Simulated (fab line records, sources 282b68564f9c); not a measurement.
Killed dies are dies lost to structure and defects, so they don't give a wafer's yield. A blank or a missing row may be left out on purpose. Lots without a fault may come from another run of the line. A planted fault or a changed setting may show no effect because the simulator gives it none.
Chamber matching | flow rit_cmos | RIT_GATE_ETCH_19 on rie_si-01: 4 sister chambers
The step etches poly-Si in SF6/CHF3/O2, stops on SiO2, time 172.7 s, target depth 312.5 nm. 8 wafers are shown with their chamber, then 8 later ones without.

WAFERS WITH THEIR CHAMBER
wafer  | chamber | drypump_motor_current_A (A) | throttle_valve_pct (%)
L318.2 | 0       | 5.1                         | 10.23
L320.6 | 3       | 5.6                         | 10.19
L324.2 | 3       | 5.7                         | 10.20
L324.3 | 1       | 6.9                         | 10.20
L332.2 | 0       | 5.1                         | 10.21
L332.3 | 2       | 5.0                         | 10.22
L332.4 | 1       | 6.9                         | 10.20
L334.2 | 2       | 5.0                         | 10.23

WAFERS WITHOUT THEIR CHAMBER
wafer  | drypump_motor_current_A (A) | throttle_valve_pct (%)
L334.4 | 5.6                         | 10.21
L334.6 | 6.8                         | 10.19
L336.2 | 5.0                         | 10.24
L336.4 | 5.6                         | 10.20
L336.6 | 6.8                         | 10.20
L338.1 | 5.1                         | 10.17
L338.4 | 5.0                         | 10.24
L338.5 | 6.8                         | 10.19

WHICH CHAMBER EACH WENT THROUGH
wafer  | from the rows above     | in truth
L334.4 | 3                       | 3
L334.6 | 1                       | 1
L336.2 | can't be placed: 2 or 0 | 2
L336.4 | 3                       | 3
L336.6 | 1                       | 1
L338.1 | can't be placed: 0 or 2 | 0
L338.4 | can't be placed: 2 or 0 | 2
L338.5 | 1                       | 1
Placed correctly: 5 of 8. Can't be placed from these rows: 3 (the true chamber is among the candidates in 3). Placed wrongly: 0.
How it was worked out, from the rows above alone: a wafer's distance from a chamber is the root of the sum, over the readings, of the square of ((its reading less the chamber's mean) divided by the reading's scatter). The wafer belongs to the nearest chamber; if the next one is less than 2 further off, it can't be placed. A chamber's mean is the mean of its shown wafers. The scatter: the root of (the sum of the squares of (reading less its chamber's mean) over the shown wafers, divided by (wafers less chambers)).
